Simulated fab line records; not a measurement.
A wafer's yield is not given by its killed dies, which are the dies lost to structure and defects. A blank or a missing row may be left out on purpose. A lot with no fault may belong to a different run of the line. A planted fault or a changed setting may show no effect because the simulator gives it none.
Struck lot and sound lot, side by side	flow rit cmos	27 steps out of a route of 202
Sound: these wafers, L641.1, L641.3, L641.4. Struck: wafers L646.3, L646.4. (L646.2 of the same lot was not struck and is left out.) The cause comes at the end.
For every step that has rows: the tool of each side, followed by ch and its chambers, followed by its first start. Under that, the readings that differ: sound wafers	struck wafers	difference of the means	sigmas: that difference in standard deviations of wafers without a fault.
alike: a reading whose means differ by less than 2 such deviations, as well as words and numbers matching on both sides. not compared: withheld readings; readings where some wafer has no value; bounds like >300 that might hide an equal value; numbers whose values overlap and for which the record gives no deviation.
A row with sigmas, a row that says differs or no value, or rows on one side alone: a step with any of these is where the two part. Numbers that have no deviation but don't overlap get no sigmas and don't part them. A reading that every wafer of one side lacks parts them only if that side has two wafers or more.

first, 1 step without rows for these wafers: RIT_ACTIVE_OXIDATION_01 (target thk 46.8 nm, ox time 3317 s).
RIT_ACTIVE_THK_MEAS_02:
  sound on film metro-02 at day 3 05:41; struck on film metro-01 at day 4 05:10
  alike: ACTIVE_OXIDE_THK
then, 1 step without rows for these wafers: RIT_ACTIVE_CVD_03 (deposits Si3N4 from SiH2Cl2/NH3, target thk 150 nm, time 1500 s).
RIT_ACTIVE_THK_MEAS_04:
  sound on film metro-02 at day 3 07:10; struck on film metro-02 at day 4 06:38
  alike: ACTIVE_NITRIDE_THK
then, 6 steps without rows for these wafers: RIT_ACTIVE_HMDS_05 (prime time 60 s); RIT_ACTIVE_COAT_06 (resist thk 1000 nm); RIT_ACTIVE_SOFTBAKE_07 (time 60 s); RIT_ACTIVE_EXPOSE_08 (exposes mask M1, target cd 1400 nm); RIT_ACTIVE_PEB_09; RIT_ACTIVE_DEVELOP_10 (develop time 50 s).
RIT_ACTIVE_CD_MEAS_11: target cd 1400 nm.
  sound on cd sem-01 at day 3 08:24; struck on cd sem-02 at day 4 07:48
  alike: cd nm
then, 1 step without rows for these wafers: RIT_ACTIVE_HARDBAKE_12 (time 60 s).
RIT_ACTIVE_ETCH_13: etches Si3N4 in SF6, stops on SiO2, time 210 s, target depth 210 nm.
  sound on rie diel-02 ch 1,2,3, day 3 08:40; struck on rie diel-03 ch 0, day 4 08:03
reading	sound	struck	difference	sigmas
rf fwd power W (W)	124.3 124.7 125.1	144.3 144.8	+19.9	+57
model.NOVOLAK_of_ACTIVE_COAT_06.thk nm (nm)	656.5 655.9 653.1	608.5 603.6	-49.1	
model.SiO2_of_ACTIVE_OXIDATION_01.thk nm (nm)	44.86 44.74 44.36	31.5 31.49	-13.2	
model.ACTIVE.feature depth nm (nm)	147.4 148.7 149.3	164.9 164.6	+16.3	
  alike: drypump motor current A, oes product au, throttle valve pct
  not compared: rf hours counter h
RIT_ACTIVE_STRIP_14: strips in O2, time 180 s.
  sound on plasma asher-02 ch 0,1, day 3 08:49; struck on plasma asher-03 ch 0,1, day 4 08:11
  alike: drypump motor current A
  not compared: rf hours counter h
RIT_ACTIVE_CD_MEAS_90: target cd 1400 nm.
  sound on cd sem-01 at day 3 09:02; struck on cd sem-01 at day 4 08:23
  alike: cd nm
then, 4 steps without rows for these wafers: RIT_ACTIVE_CLEAN_15 (cleans in SC1, time 600 s); RIT_ACTIVE_CLEAN_16 (cleans in dHF, time 30 s); RIT_ACTIVE_CLEAN_17 (cleans in SC2, time 600 s); RIT_FOX1_OXIDATION_00 (target thk 350.7 nm, ox time 1130 s).
RIT_FOX1_THK_MEAS_01:
  sound on film metro-02 at day 3 10:50; struck on film metro-01 at day 4 12:57
  alike: FOX1_OXIDE_THK
then, 2 steps without rows for these wafers: RIT_FOX1_WET_ETCH_02 (etches SiO2 in BOE, target depth 350 nm, time 390 s); RIT_FOX2_OXIDATION_00 (target thk 350.7 nm, ox time 1082 s).
RIT_FOX2_THK_MEAS_01:
  sound on film metro-04 at day 3 12:20; struck on film metro-03 at day 4 16:23
  alike: FOX2_OXIDE_THK
then, 1 step without rows for these wafers: RIT_FOX2_CLEAN_02 (cleans in dHF, time 180 s).
RIT_FOX2_WET_ETCH_03: etches Si3N4 in H3PO4, target depth 195 nm, time 2700 s.
  sound on wet bench-03 ch 1, day 3 12:27; struck on wet bench-04 ch 0, day 4 16:29
reading	sound	struck	difference	sigmas
model.SiO2_of_ACTIVE_OXIDATION_01.thk nm (nm)	39.93 39.82 39.5	28.05 28.04	-11.70	
RIT_FOX2_THK_MEAS_90:
  sound on film metro-02 at day 3 13:13; struck on film metro-03 at day 4 17:19
  alike: FIELD_OXIDE_LEFT_1_THK
RIT_M1_PROBE_99:
  sound on prober-01 at day 5 04:11; struck on prober-02 at day 6 09:09
reading	sound	struck	difference	sigmas
killed_at_M0_to_M3	0 0 0	1 0	+0	+4
  alike: killed at contacts, killed at front end, killed dies, killed open, killed short

== WHERE THEY PART ==
At RIT_ACTIVE_ETCH_13 first; at RIT_M1_PROBE_99 last (within this record only).

WHY: what the simulator had put in
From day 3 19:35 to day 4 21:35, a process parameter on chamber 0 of rie diel-03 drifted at RIT_ACTIVE_ETCH_13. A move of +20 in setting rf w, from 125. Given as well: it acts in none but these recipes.
